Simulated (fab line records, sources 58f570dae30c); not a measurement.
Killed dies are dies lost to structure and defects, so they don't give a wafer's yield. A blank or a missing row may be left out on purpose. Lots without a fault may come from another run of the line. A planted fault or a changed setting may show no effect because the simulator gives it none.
A struck lot beside a sound one | flow berkeley_cmos170 | 15 steps out of a route of 331
Sound: wafers L723.2, L723.4, L723.6. Struck: wafers L731.2, L731.3, L731.6. The cause comes at the end.
At each step with rows: each side's tool, then ch and its chambers, then its first start. Under that, the readings that differ: sound wafers | struck wafers | difference of the means | sigmas: that difference in standard deviations of wafers without a fault.
alike: readings whose means differ by less than 2 such deviations, and words and numbers that are the same on both sides. not compared: withheld readings, readings that some wafer has no value for, bounds like >300 that may hide the same value, and numbers for which the record gives no deviation and whose values overlap.
The two part at a step that has a row with sigmas, a row that says differs or no value, or rows on one side only. Numbers that don't overlap but have no deviation are shown without sigmas and don't part them. A reading that every wafer of one side lacks parts them only if that side has two wafers or more.

UCB170_BACKSIDE_STRIP_03: strips in O2.
  sound on plasma_asher-03 ch 0,1, day 6 13:28; struck on plasma_asher-03 ch 0,1, day 8 15:09
  alike: drypump_motor_current_A, oes_product_au, strip_time_to_endpoint_s
  not compared: rf_hours_counter_h
then, 1 step without rows for these wafers: UCB170_BACKSIDE_CLEAN_04 (cleans in SPM, time 600 s).
UCB170_SDANNEAL_RTA_00: time 10 s.
  sound on rtp_anneal-01 ch 0, day 6 13:54; struck on rtp_anneal-02 ch 0, day 8 15:26
  reading            | sound    | struck   | difference | sigmas
  lamp_power_pct (%) | 29 29 29 | 20 20 20 | -9         | -2
  alike: wafer_temp_C_max
UCB170_SDANNEAL_RTA_01: time 5 s.
  sound on rtp_anneal-01 ch 0, day 6 13:58; struck on rtp_anneal-02 ch 0, day 8 15:30
  reading            | sound    | struck   | difference | sigmas
  lamp_power_pct (%) | 44 44 44 | 31 31 31 | -13        | -2
  alike: wafer_temp_C_max
UCB170_SDANNEAL_RS_MEAS_02: measures by four-point-probe.
  sound on film_metro-01, day 6 14:02; struck on film_metro-02, day 8 15:34
  alike: PSD_RS
UCB170_SDANNEAL_RS_MEAS_03: measures by four-point-probe.
  sound on film_metro-01, day 6 14:09; struck on film_metro-02, day 8 15:41
  alike: NSD_RS
UCB170_SDANNEAL_RS_MEAS_04: measures by four-point-probe.
  sound on film_metro-01, day 6 14:16; struck on film_metro-02, day 8 15:49
  reading          | sound                | struck               | difference | sigmas
  PLDD_RS (ohm/sq) | 1026.4 1024.8 1027.4 | 1033.8 1034.1 1032.5 | +7.3       | +3
UCB170_SDANNEAL_RS_MEAS_05: measures by four-point-probe.
  sound on film_metro-01, day 6 14:23; struck on film_metro-02, day 8 15:56
  alike: NLDD_RS
then, 1 step without rows for these wafers: UCB170_SILICIDE_PRE_CLEAN_00 (preclean etch time 60 s).
UCB170_SILICIDE_SPUTTER_01: material Ti, target thk 30 nm, time 25 s.
  sound on pvd_sputter-01, day 6 14:34; struck on pvd_sputter-01, day 8 16:06
  alike: throttle_valve_pct
UCB170_SILICIDE_RS_MEAS_02: measures by four-point-probe.
  sound on film_metro-03, day 6 14:37; struck on film_metro-04, day 8 16:09
  alike: SILICIDE_TI_RS
UCB170_SILICIDE_THK_MEAS_03: measures by xrf.
  sound on film_metro-03, day 6 14:43; struck on film_metro-04, day 8 16:16
  alike: SILICIDE_TI_THK
UCB170_SILICIDE_RTA_04: time 15 s.
  sound on rtp_anneal-01 ch 0, day 6 14:47; struck on rtp_anneal-01 ch 0, day 8 16:34
  alike: lamp_power_pct, wafer_temp_C_max
then, 1 step without rows for these wafers: UCB170_SILICIDE_WET_ETCH_05 (etches Ti in SPM, time 45 s).
UCB170_M3_PROBE_99:
  the record has rows for the sound wafers here (prober-02, day 7 16:14) and none for the struck ones

WHERE THEY PART
First at UCB170_SDANNEAL_RTA_00; last, within this record, at UCB170_M3_PROBE_99.

WHY: what the simulator had put in
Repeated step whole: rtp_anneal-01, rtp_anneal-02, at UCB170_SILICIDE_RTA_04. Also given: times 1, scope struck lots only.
